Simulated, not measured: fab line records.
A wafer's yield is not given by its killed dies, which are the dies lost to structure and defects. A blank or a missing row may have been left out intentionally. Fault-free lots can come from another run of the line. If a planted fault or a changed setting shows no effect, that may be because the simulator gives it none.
Which tool is to blame? | flow rit-cmos | Sampling: 14 lots, 42 wafers, 3 of 202 route steps

## WHAT EACH GAUGE READ, for each wafer
RIT_NWELL_OVL_MEAS_06.
lot  | measured    | on         | NWELL_OVL (nm)
L307 | day 2 01:15 | overlay-01 | -0.3 -1.3 0.8
L308 | day 2 06:08 | overlay-02 | 1.2 -0.3 0.7
L310 | day 2 17:31 | overlay-02 | 1.6 3.2 1.0
L311 | day 2 23:41 | overlay-02 | 1.5 -0.4 0.6
L316 | day 4 00:45 | overlay-02 | 0.8 2.2 0.7
L317 | day 4 05:20 | overlay-02 | 2.2 0.5 0.9
L320 | day 4 19:52 | overlay-02 | 1.5 1.6 2.1
L321 | day 5 01:31 | overlay-02 | 2.8 1.4 1.5
L322 | day 5 05:11 | overlay-01 | -1.3 -1.6 -0.3
L323 | day 5 09:21 | overlay-01 | 1.5 2.6 1.5
L324 | day 5 14:56 | overlay-01 | 2.0 4.0 2.8
L325 | day 5 19:58 | overlay-02 | -0.5 0.7 -0.2
L326 | day 6 01:01 | overlay-01 | -0.6 -3.3 -0.3
L328 | day 6 11:26 | overlay-02 | 0.7 3.0 0.9

RIT_PWELL_TW_MEAS_10.
lot  | measured    | on            | PWELL_TW
L307 | day 2 03:34 | film-metro-02 | 946 945 942
L308 | day 2 08:19 | film-metro-04 | 928 927 932
L310 | day 2 19:41 | film-metro-04 | 931 930 936
L311 | day 3 01:58 | film-metro-04 | 938 941 949
L316 | day 4 02:55 | film-metro-04 | 933 937 930
L317 | day 4 07:46 | film-metro-01 | 926 928 928
L320 | day 4 22:11 | film-metro-02 | 947 946 946
L321 | day 5 03:41 | film-metro-02 | 948 950 952
L322 | day 5 07:28 | film-metro-02 | 946 947 946
L323 | day 5 11:33 | film-metro-04 | 931 933 933
L324 | day 5 17:14 | film-metro-04 | 932 933 932
L325 | day 5 22:16 | film-metro-01 | 927 926 929
L326 | day 6 03:11 | film-metro-04 | 932 933 935
L328 | day 6 13:43 | film-metro-04 | 931 934 934

## TOOL THAT RAN EACH LOT (tool first, then ch and the chambers of the sampled wafers, then the start)
lot  | RIT_FOX2_OXIDATION_00
L307 | furnace-03 ch 0, day 1 22:00
L308 | furnace-02 ch 0, day 2 03:00
L310 | furnace-01 ch 0, day 2 14:05
L311 | furnace-03 ch 0, day 2 20:29
L316 | furnace-02, day 3 21:33
L317 | furnace-02, day 4 02:11
L320 | furnace-01 ch 0, day 4 16:44
L321 | furnace-03 ch 0, day 4 22:19
L322 | furnace-02 ch 0, day 5 01:58
L323 | furnace-03 ch 0, day 5 06:08
L324 | furnace-01 ch 0, day 5 11:48
L325 | furnace-02 ch 0, day 5 16:49
L326 | furnace-01 ch 0, day 5 21:36
L328 | furnace-02 ch 0, day 6 08:04
- RIT_FOX2_OXIDATION_00: target thk 350.7 nm, ox time 1130 s.

## WHAT THE TOOLS THEMSELVES READ (means of the sampled wafers that have a number; where no wafer has one, the mark that the record gives instead)
RIT_FOX2_OXIDATION_00.
lot  | tool       | ox-temp-c (C) | ox-temp-c-max | spike-tc-source-C (C)
L307 | furnace-03 | 1099.6        | 1103.3        | 1126.7
L308 | furnace-02 | 1100.6        | 1105.4        | 1125.2
L310 | furnace-01 | 1099.9        | 1105.9        | 1122.3
L311 | furnace-03 | 1099.6        | 1102.9        | 1126.6
L316 | furnace-02 | -             | -             | -
L317 | furnace-02 | -             | -             | -
L320 | furnace-01 | 1099.0        | 1104.6        | 1122.8
L321 | furnace-03 | 1099.9        | 1102.7        | 1127.3
L322 | furnace-02 | 1100.2        | 1104.4        | 1125.9
L323 | furnace-03 | 1100.6        | 1103.8        | 1126.2
L324 | furnace-01 | 1100.0        | 1106.1        | 1122.7
L325 | furnace-02 | 1100.1        | 1104.3        | 1126.6
L326 | furnace-01 | 1100.0        | 1105.1        | 1122.8
L328 | furnace-02 | 1099.7        | 1104.0        | 1125.9

## THE ANSWER, worked out from the rows above alone
Rule: the usual values come from the lots themselves. The widest of any qualifying gaps counts: lots, ordered by their means at a reading, are off when they make up no more than a third of the lots, leave a main group of 4 or more, and stand apart from it by 3 or more times the standard deviation of that group's means. The tables above print the reading to a certain number of digits; a main group whose means all agree to those digits is not used. Also off: a lot with no number at a reading for which 4 or more lots have one. All remaining lots with rows at the step are treated as sound. The gauges are gone through in route order, then the tools' own readings, and for those a lot's mean is taken as printed above. The first step at which some lot is off is used, and at that step the reading that is off furthest; a lot without a number counts as furthest.
Off at RIT_FOX2_OXIDATION_00 (ox-temp-c): L316, L317. Without a number there: L316, L317. Main group: mean 1099.9 C, sd 0.42.
If a tool, at that step or one of the process steps before it, ran each lot that is off and ran no sound lot following the first of them, it fits. Not one of the candidates tried fits.

## WHAT WAS PUT IN BY THE SIMULATOR
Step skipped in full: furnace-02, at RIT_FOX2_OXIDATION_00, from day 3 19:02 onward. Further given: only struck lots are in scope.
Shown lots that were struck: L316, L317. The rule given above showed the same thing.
